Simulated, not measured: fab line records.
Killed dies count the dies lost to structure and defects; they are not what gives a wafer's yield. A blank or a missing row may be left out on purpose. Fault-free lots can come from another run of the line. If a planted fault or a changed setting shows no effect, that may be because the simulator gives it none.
fab line records || flow berkeley_cmos170
record: {"lots": 13, "wafers": 39, "last_day": 12}
route steps=331 shown WELLDRIVE@56
lots that met no fault: taken from a fault-free run of the same line
start_h: hours from the record's first day to the start of the lot's first wafer shown || wait_h: hours elapsed since this lot's preceding step || " unchanged from the row above || L1.1+2: one row covering several wafers at once || - value missing, or start not given || * or withheld: withheld || < > ~ a bound
route shown NAME@n: a module of which the file shows steps, and the number in the route of the first || usual: mean and standard deviation over wafers with no fault || same: alike in all rows || chamber/n: place in a boat || sites: per-site readings || _std_site: their standard deviation || _edge_site: mean of outer sites minus mean of inner sites || radius_mm: for every site, how far away it sits from the centre of the wafer || mask NAME#n: copy n || behind: the tool/chamber that last shaped the wafer || hold: reason for holding the lot/hours on hold/outcome of the hold || device: the transistor (n, p or np) that didn't switch || end of line: the route-end tests of the same wafers || a step given without rows: its recipe and nothing more || killed: at the first sort, the dies lost to defects and structure; wafer yield is something else || map: a wafer's dies, x killed, . not, _ none there
set.NAME: setting as actually run; set.NAME@STEP: the setting as run at that earlier step || model.NAME: the simulator's own value behind a step, which no gauge read
steps of the route over a sample of lots; a table a step, a row a wafer
services: from which hour (start_h, from the record's first day; less than 0 if before it) a tool's chamber was out of use, for how many hours, and why
== steps ==
step: UCB170_WELLDRIVE_OXIDATION_01
recipe: {"temp_c": 1100, "ambient": "O2", "target_thk_a": 1990, "ox_time_s": 8701}
usual: {"spike_tc_load_C": "1128.4/1.4", "spike_tc_source_C": "1125.7/1.3"}
{"lot.wafer": "L227.1", "tool": "furnace-03", "chamber": 0, "start_h": 59.51, "wait_h": 3.2, "spike_tc_load_C": 1127.8, "spike_tc_source_C": 1128.3}
{"lot.wafer": "L227.3", "tool": "furnace-03", "chamber": 0, "start_h": 59.51, "wait_h": 3.2, "spike_tc_load_C": 1125.3, "spike_tc_source_C": 1129.4}
{"lot.wafer": "L227.6", "tool": "furnace-03", "chamber": 0, "start_h": 59.51, "wait_h": 3.2, "spike_tc_load_C": 1125.7, "spike_tc_source_C": 1128.6}
{"lot.wafer": "L228.1", "tool": "furnace-01", "chamber": 0, "start_h": 66.66, "wait_h": 1.9, "spike_tc_load_C": 1128.0, "spike_tc_source_C": 1126.4}
{"lot.wafer": "L228.2", "tool": "furnace-01", "chamber": 0, "start_h": 66.66, "wait_h": 1.9, "spike_tc_load_C": 1127.6, "spike_tc_source_C": 1123.5}
{"lot.wafer": "L228.4", "tool": "furnace-01", "chamber": 0, "start_h": 66.66, "wait_h": 1.9, "spike_tc_load_C": 1128.8, "spike_tc_source_C": 1126.3}
{"lot.wafer": "L229.2", "tool": "furnace-01", "chamber": 0, "start_h": 66.66, "wait_h": 2.5, "spike_tc_load_C": 1127.3, "spike_tc_source_C": 1127.1}
{"lot.wafer": "L229.4", "tool": "furnace-01", "chamber": 0, "start_h": 66.66, "wait_h": 2.5, "spike_tc_load_C": 1127.3, "spike_tc_source_C": 1126.6}
{"lot.wafer": "L229.5", "tool": "furnace-01", "chamber": 0, "start_h": 66.66, "wait_h": 2.5, "spike_tc_load_C": 1128.7, "spike_tc_source_C": 1124.9}
{"lot.wafer": "L230.1", "tool": "furnace-04", "chamber": 0, "start_h": 73.98, "wait_h": 3.5, "spike_tc_load_C": 1130.8, "spike_tc_source_C": 1126.4}
{"lot.wafer": "L230.2", "tool": "furnace-04", "chamber": 0, "start_h": 73.98, "wait_h": 3.5, "spike_tc_load_C": 1130.4, "spike_tc_source_C": 1124.1}
{"lot.wafer": "L230.3", "tool": "furnace-04", "chamber": 0, "start_h": 73.98, "wait_h": 3.5, "spike_tc_load_C": 1127.9, "spike_tc_source_C": 1127.4}
{"lot.wafer": "L232.3", "tool": "furnace-01", "chamber": 0, "start_h": 84.55, "wait_h": 1.6, "spike_tc_load_C": 1127.3, "spike_tc_source_C": 1124.1}
{"lot.wafer": "L232.4", "tool": "furnace-01", "chamber": 0, "start_h": 84.55, "wait_h": 1.6, "spike_tc_load_C": 1127.9, "spike_tc_source_C": 1124.5}
{"lot.wafer": "L232.5", "tool": "furnace-01", "chamber": 0, "start_h": 84.55, "wait_h": 1.6, "spike_tc_load_C": 1127.6, "spike_tc_source_C": 1124.7}
{"lot.wafer": "L240.1", "tool": "furnace-04", "chamber": 0, "start_h": 127.34, "wait_h": 3.8, "spike_tc_load_C": 1131.3, "spike_tc_source_C": 1126.9}
{"lot.wafer": "L240.3", "tool": "furnace-04", "chamber": 0, "start_h": 127.34, "wait_h": 3.8, "spike_tc_load_C": 1129.9, "spike_tc_source_C": 1123.3}
{"lot.wafer": "L240.5", "tool": "furnace-04", "chamber": 0, "start_h": 127.34, "wait_h": 3.8, "spike_tc_load_C": 1130.2, "spike_tc_source_C": 1126.9}
{"lot.wafer": "L243.1", "tool": "furnace-03", "chamber": 0, "start_h": 132.42, "wait_h": 2.3, "spike_tc_load_C": 1124.1, "spike_tc_source_C": 1127.9}
{"lot.wafer": "L243.3", "tool": "furnace-03", "chamber": 0, "start_h": 132.42, "wait_h": 2.3, "spike_tc_load_C": 1124.8, "spike_tc_source_C": 1127.2}
{"lot.wafer": "L243.4", "tool": "furnace-03", "chamber": 0, "start_h": 132.42, "wait_h": 2.3, "spike_tc_load_C": 1127.3, "spike_tc_source_C": 1126.4}
{"lot.wafer": "L245.3", "tool": "furnace-01", "chamber": 0, "start_h": 148.60, "wait_h": 3.8, "spike_tc_load_C": 1127.9, "spike_tc_source_C": 1124.2}
{"lot.wafer": "L245.5", "tool": "furnace-01", "chamber": 0, "start_h": 148.60, "wait_h": 3.8, "spike_tc_load_C": 1127.5, "spike_tc_source_C": 1123.3}
{"lot.wafer": "L245.6", "tool": "furnace-01", "chamber": 0, "start_h": 148.60, "wait_h": 3.8, "spike_tc_load_C": 1129.1, "spike_tc_source_C": 1126.7}
{"lot.wafer": "L246.1", "tool": "furnace-01", "chamber": 0, "start_h": 148.60, "wait_h": 3.8, "spike_tc_load_C": 1128.5, "spike_tc_source_C": 1125.4}
{"lot.wafer": "L246.4", "tool": "furnace-01", "chamber": 0, "start_h": 148.60, "wait_h": 3.8, "spike_tc_load_C": 1127.7, "spike_tc_source_C": 1122.9}
{"lot.wafer": "L246.5", "tool": "furnace-01", "chamber": 0, "start_h": 148.60, "wait_h": 3.8, "spike_tc_load_C": 1128.7, "spike_tc_source_C": 1126.5}
{"lot.wafer": "L247.1", "tool": "furnace-04", "chamber": 0, "start_h": 155.15, "wait_h": 2.8, "spike_tc_load_C": 1128.3, "spike_tc_source_C": 1125.7}
{"lot.wafer": "L247.4", "tool": "furnace-04", "chamber": 0, "start_h": 155.15, "wait_h": 2.8, "spike_tc_load_C": 1129.7, "spike_tc_source_C": 1125.8}
{"lot.wafer": "L247.5", "tool": "furnace-04", "chamber": 0, "start_h": 155.15, "wait_h": 2.8, "spike_tc_load_C": 1129.1, "spike_tc_source_C": 1126.0}
{"lot.wafer": "L249.3", "tool": "furnace-04", "chamber": 0, "start_h": 169.92, "wait_h": 1.9, "spike_tc_load_C": 1130.9, "spike_tc_source_C": 1125.2}
{"lot.wafer": "L249.4", "tool": "furnace-04", "chamber": 0, "start_h": 169.92, "wait_h": 1.9, "spike_tc_load_C": 1128.0, "spike_tc_source_C": 1124.5}
{"lot.wafer": "L249.6", "tool": "furnace-04", "chamber": 0, "start_h": 169.92, "wait_h": 1.9, "spike_tc_load_C": 1130.5, "spike_tc_source_C": 1125.4}
{"lot.wafer": "L248.2", "tool": "furnace-04", "chamber": 0, "start_h": 174.92, "wait_h": 2.8, "spike_tc_load_C": 1130.0, "spike_tc_source_C": 1126.5}
{"lot.wafer": "L248.3", "tool": "furnace-04", "chamber": 0, "start_h": 174.92, "wait_h": 2.8, "spike_tc_load_C": 1130.5, "spike_tc_source_C": 1125.4}
{"lot.wafer": "L248.4", "tool": "furnace-04", "chamber": 0, "start_h": 174.92, "wait_h": 2.8, "spike_tc_load_C": 1129.4, "spike_tc_source_C": 1126.3}
{"lot.wafer": "L250.2", "tool": "furnace-01", "chamber": 0, "start_h": 180.70, "wait_h": 5.0, "spike_tc_load_C": 1127.7, "spike_tc_source_C": 1125.5}
{"lot.wafer": "L250.4", "tool": "furnace-01", "chamber": 0, "start_h": 180.70, "wait_h": 5.0, "spike_tc_load_C": 1128.9, "spike_tc_source_C": 1125.6}
{"lot.wafer": "L250.5", "tool": "furnace-01", "chamber": 0, "start_h": 180.70, "wait_h": 5.0, "spike_tc_load_C": 1130.4, "spike_tc_source_C": 1126.9}
step: UCB170_WELLDRIVE_THK_MEAS_02
recipe: {"reads": "SiO2_of_WELLDRIVE_OXIDATION_01"}
usual: {"WELLDRIVE_OXIDE_THK": "194.7/2.8"}
{"lot.wafer": "L227.1", "tool": "film_metro-02", "chamber": "-", "start_h": 63.05, "wait_h": 0.0, "WELLDRIVE_OXIDE_THK[nm]": 193.9}
{"lot.wafer": "L227.3", "tool": "film_metro-02", "chamber": "-", "start_h": 63.05, "wait_h": 0.0, "WELLDRIVE_OXIDE_THK[nm]": 191.9}
{"lot.wafer": "L227.6", "tool": "film_metro-02", "chamber": "-", "start_h": 63.05, "wait_h": 0.0, "WELLDRIVE_OXIDE_THK[nm]": 196.2}
{"lot.wafer": "L229.2", "tool": "film_metro-02", "chamber": "-", "start_h": 70.80, "wait_h": 0.6, "WELLDRIVE_OXIDE_THK[nm]": 196.8}
{"lot.wafer": "L229.4", "tool": "film_metro-02", "chamber": "-", "start_h": 70.80, "wait_h": 0.6, "WELLDRIVE_OXIDE_THK[nm]": 194.2}
{"lot.wafer": "L229.5", "tool": "film_metro-02", "chamber": "-", "start_h": 70.80, "wait_h": 0.6, "WELLDRIVE_OXIDE_THK[nm]": 192.9}
{"lot.wafer": "L228.1", "tool": "film_metro-02", "chamber": "-", "start_h": 70.85, "wait_h": 0.7, "WELLDRIVE_OXIDE_THK[nm]": 193.6}
{"lot.wafer": "L228.2", "tool": "film_metro-02", "chamber": "-", "start_h": 70.85, "wait_h": 0.7, "WELLDRIVE_OXIDE_THK[nm]": 194.4}
{"lot.wafer": "L228.4", "tool": "film_metro-02", "chamber": "-", "start_h": 70.85, "wait_h": 0.7, "WELLDRIVE_OXIDE_THK[nm]": 191.8}
{"lot.wafer": "L230.1", "tool": "film_metro-04", "chamber": "-", "start_h": 77.48, "wait_h": 0.0, "WELLDRIVE_OXIDE_THK[nm]": 198.6}
{"lot.wafer": "L230.2", "tool": "film_metro-04", "chamber": "-", "start_h": 77.48, "wait_h": 0.0, "WELLDRIVE_OXIDE_THK[nm]": 197.3}
{"lot.wafer": "L230.3", "tool": "film_metro-04", "chamber": "-", "start_h": 77.48, "wait_h": 0.0, "WELLDRIVE_OXIDE_THK[nm]": 199.8}
{"lot.wafer": "L232.3", "tool": "film_metro-04", "chamber": "-", "start_h": 88.10, "wait_h": 0.1, "WELLDRIVE_OXIDE_THK[nm]": 174.6}
{"lot.wafer": "L232.4", "tool": "film_metro-04", "chamber": "-", "start_h": 88.10, "wait_h": 0.1, "WELLDRIVE_OXIDE_THK[nm]": 174.2}
{"lot.wafer": "L232.5", "tool": "film_metro-04", "chamber": "-", "start_h": 88.10, "wait_h": 0.1, "WELLDRIVE_OXIDE_THK[nm]": 173.8}
{"lot.wafer": "L240.1", "tool": "film_metro-02", "chamber": "-", "start_h": 130.84, "wait_h": 0.0, "WELLDRIVE_OXIDE_THK[nm]": 192.8}
{"lot.wafer": "L240.3", "tool": "film_metro-02", "chamber": "-", "start_h": 130.84, "wait_h": 0.0, "WELLDRIVE_OXIDE_THK[nm]": 193.8}
{"lot.wafer": "L240.5", "tool": "film_metro-02", "chamber": "-", "start_h": 130.84, "wait_h": 0.0, "WELLDRIVE_OXIDE_THK[nm]": 189.7}
{"lot.wafer": "L243.1", "tool": "film_metro-04", "chamber": "-", "start_h": 135.92, "wait_h": 0.0, "WELLDRIVE_OXIDE_THK[nm]": 196.8}
{"lot.wafer": "L243.3", "tool": "film_metro-04", "chamber": "-", "start_h": 135.92, "wait_h": 0.0, "WELLDRIVE_OXIDE_THK[nm]": 197.2}
{"lot.wafer": "L243.4", "tool": "film_metro-04", "chamber": "-", "start_h": 135.92, "wait_h": 0.0, "WELLDRIVE_OXIDE_THK[nm]": 196.2}
{"lot.wafer": "L246.1", "tool": "film_metro-04", "chamber": "-", "start_h": 152.10, "wait_h": 0.0, "WELLDRIVE_OXIDE_THK[nm]": 197.1}
{"lot.wafer": "L246.4", "tool": "film_metro-04", "chamber": "-", "start_h": 152.10, "wait_h": 0.0, "WELLDRIVE_OXIDE_THK[nm]": 196.3}
{"lot.wafer": "L246.5", "tool": "film_metro-04", "chamber": "-", "start_h": 152.10, "wait_h": 0.0, "WELLDRIVE_OXIDE_THK[nm]": 192.8}
{"lot.wafer": "L245.3", "tool": "film_metro-02", "chamber": "-", "start_h": 152.12, "wait_h": 0.0, "WELLDRIVE_OXIDE_THK[nm]": 195.1}
{"lot.wafer": "L245.5", "tool": "film_metro-02", "chamber": "-", "start_h": 152.12, "wait_h": 0.0, "WELLDRIVE_OXIDE_THK[nm]": 193.0}
{"lot.wafer": "L245.6", "tool": "film_metro-02", "chamber": "-", "start_h": 152.12, "wait_h": 0.0, "WELLDRIVE_OXIDE_THK[nm]": 189.4}
{"lot.wafer": "L247.1", "tool": "film_metro-03", "chamber": "-", "start_h": 158.66, "wait_h": 0.0, "WELLDRIVE_OXIDE_THK[nm]": 198.2}
{"lot.wafer": "L247.4", "tool": "film_metro-03", "chamber": "-", "start_h": 158.66, "wait_h": 0.0, "WELLDRIVE_OXIDE_THK[nm]": 196.6}
{"lot.wafer": "L247.5", "tool": "film_metro-03", "chamber": "-", "start_h": 158.66, "wait_h": 0.0, "WELLDRIVE_OXIDE_THK[nm]": 197.0}
{"lot.wafer": "L249.3", "tool": "film_metro-03", "chamber": "-", "start_h": 173.44, "wait_h": 0.0, "WELLDRIVE_OXIDE_THK[nm]": 198.2}
{"lot.wafer": "L249.4", "tool": "film_metro-03", "chamber": "-", "start_h": 173.44, "wait_h": 0.0, "WELLDRIVE_OXIDE_THK[nm]": 201.4}
{"lot.wafer": "L249.6", "tool": "film_metro-03", "chamber": "-", "start_h": 173.44, "wait_h": 0.0, "WELLDRIVE_OXIDE_THK[nm]": 201.1}
{"lot.wafer": "L248.2", "tool": "film_metro-03", "chamber": "-", "start_h": 178.43, "wait_h": 0.0, "WELLDRIVE_OXIDE_THK[nm]": 195.6}
{"lot.wafer": "L248.3", "tool": "film_metro-03", "chamber": "-", "start_h": 178.43, "wait_h": 0.0, "WELLDRIVE_OXIDE_THK[nm]": 195.1}
{"lot.wafer": "L248.4", "tool": "film_metro-03", "chamber": "-", "start_h": 178.43, "wait_h": 0.0, "WELLDRIVE_OXIDE_THK[nm]": 193.7}
{"lot.wafer": "L250.2", "tool": "film_metro-03", "chamber": "-", "start_h": 184.21, "wait_h": 0.0, "WELLDRIVE_OXIDE_THK[nm]": 194.7}
{"lot.wafer": "L250.4", "tool": "film_metro-03", "chamber": "-", "start_h": 184.21, "wait_h": 0.0, "WELLDRIVE_OXIDE_THK[nm]": 196.6}
{"lot.wafer": "L250.5", "tool": "film_metro-03", "chamber": "-", "start_h": 184.21, "wait_h": 0.0, "WELLDRIVE_OXIDE_THK[nm]": 196.5}
== services ==
{"tool": "furnace-04", "chamber": "-", "start_h": 90.17, "hours": 3.7, "kind": "pm"}
{"tool": "furnace-01", "chamber": "-", "start_h": 98.90, "hours": 4.1, "kind": "pm"}
{"tool": "furnace-03", "chamber": "-", "start_h": 175.52, "hours": 3.2, "kind": "pm"}
== key ==
first_sign: {"step": "UCB170_WELLDRIVE_THK_MEAS_02", "reading": "WELLDRIVE_OXIDE_THK", "direction": "down", "sigmas": 7.4, "usual": 194.7, "struck": 174.2}
effect none on later readings
met_at UCB170_WELLDRIVE_OXIDATION_01
struck_lots L232
tester_left_out L232
onset_between 66.66 84.55
fault: {"kind": "process_parameter_drift", "tool": "furnace-01", "chamber": "-", "onset_h": 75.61, "steps": "UCB170_WELLDRIVE_OXIDATION_01", "channel": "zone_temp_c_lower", "offset": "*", "shape": "step", "end_h": 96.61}
tester_left_out: of these lots the tester's yield and bins aren't shown, on N5 and GAA mostly nor the transistor test; their killed dies are dies lost to structure and defects alone, not to doping, threshold or leakage, so they don't give the yield
